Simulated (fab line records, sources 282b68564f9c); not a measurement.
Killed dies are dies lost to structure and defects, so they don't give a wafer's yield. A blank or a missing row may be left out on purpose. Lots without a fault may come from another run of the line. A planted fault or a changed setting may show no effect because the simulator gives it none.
Which tool did it? | flow rit_cmos | 14 lots, 42 wafers sampled, at 2 steps of a route of 202

WHAT THE GAUGES READ, wafer by wafer
RIT_PRETRO_TW_MEAS_10.
lot  | measured    | on            | PRETRO_TW
L999 | day 2 20:14 | film_metro-02 | 483 482 482
L101 | day 3 04:34 | film_metro-04 | 477 479 478
L102 | day 3 09:44 | film_metro-04 | 479 478 476
L103 | day 3 16:35 | film_metro-02 | 482 482 481
L104 | day 4 04:47 | film_metro-01 | 470 469 468
L106 | day 4 20:07 | film_metro-01 | 489 492 490
L107 | day 5 01:56 | film_metro-04 | 504 500 500
L109 | day 5 01:59 | film_metro-01 | 472 468 470
L115 | day 6 04:22 | film_metro-04 | 479 480 478
L114 | day 6 05:14 | film_metro-01 | 470 472 471
L117 | day 6 09:19 | film_metro-02 | 479 478 480
L116 | day 6 09:34 | film_metro-04 | 476 478 475
L119 | day 6 20:35 | film_metro-02 | 480 480 482
L121 | day 7 04:22 | film_metro-02 | 480 479 481

WHICH TOOL RAN EACH LOT (tool, then ch and the chambers of the sampled wafers, then the start)
lot  | RIT_PRETRO_IMPLANT_08
L999 | implanter-04 ch 0, day 2 19:55
L101 | implanter-01 ch 0, day 3 04:14
L102 | implanter-04 ch 0, day 3 09:25
L103 | implanter-04 ch 0, day 3 16:18
L104 | implanter-01 ch 0, day 4 04:31
L106 | implanter-04 ch 0, day 4 19:47
L107 | implanter-04 ch 0, day 5 01:38
L109 | implanter-03 ch 0, day 5 01:40
L115 | implanter-03 ch 0, day 6 04:02
L114 | implanter-01 ch 0, day 6 04:55
L117 | implanter-01 ch 0, day 6 08:59
L116 | implanter-03 ch 0, day 6 09:14
L119 | implanter-01 ch 0, day 6 20:16
L121 | implanter-01 ch 0, day 7 04:02
- RIT_PRETRO_IMPLANT_08

WHAT THE TOOLS THEMSELVES READ (means of the sampled wafers that have a number; where no wafer has one, the mark that the record gives instead)
RIT_PRETRO_IMPLANT_08.
lot  | tool         | beam_energy_keV | tilt_deg (degrees)
L999 | implanter-04 | 44.998          | 6.980
L101 | implanter-01 | 45.025          | 7.030
L102 | implanter-04 | 44.990          | 7.000
L103 | implanter-04 | 44.996          | 7.016
L104 | implanter-01 | 45.016          | 7.015
L106 | implanter-04 | 60.744          | 7.014
L107 | implanter-04 | 60.765          | 7.020
L109 | implanter-03 | 45.006          | 7.012
L115 | implanter-03 | 44.981          | 6.995
L114 | implanter-01 | 45.007          | 7.009
L117 | implanter-01 | 45.014          | 7.031
L116 | implanter-03 | 45.010          | 6.981
L119 | implanter-01 | 45.014          | 7.012
L121 | implanter-01 | 45.003          | 7.030

THE ANSWER, worked out from the rows above alone
Rule: what is usual is taken from the lots themselves. Put in order of their means at a reading, lots are off if they are a third of the lots or fewer, leave a main group of 4 or more, and stand apart from it by a gap of 3 or more times the standard deviation of the main group's means; of several such gaps the widest counts. A main group whose means are all the same, to the digits that the tables above print for the reading, isn't used. A lot without any number at a reading at which 4 lots or more have one is off too. The other lots that the step has rows for count as sound. The gauges are gone through in route order, then the tools' own readings, and for those a lot's mean is taken as printed above. The first step at which some lot is off is used, and at that step the reading that is off furthest; a lot without a number counts as furthest.
Off: L106, L107, at RIT_PRETRO_IMPLANT_08 (beam_energy_keV). The main group: mean 45.005, standard deviation 0.012.
A tool fits if, at that step or a process step before it, it ran every lot that is off, and no sound lot after the first of them. One fits: implanter-04 at RIT_PRETRO_IMPLANT_08. Its last sound lot is L103 (day 3 16:18), its first lot that is off L106 (day 4 19:47): a fault that began between those two fits.
The tool's own readings at RIT_PRETRO_IMPLANT_08 bear it out: on the lots that are off they differ by more than 5 times the standard deviation of the sound lots' means. beam_energy_keV reads 60.755 there against 45.005 on the sound lots.

WHAT THE SIMULATOR HAD PUT IN
Process parameter drift: implanter-04, from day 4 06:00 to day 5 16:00, at RIT_PRETRO_IMPLANT_08. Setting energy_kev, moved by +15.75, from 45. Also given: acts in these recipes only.
Lots struck among those shown: L106, L107. The rule above found the same.
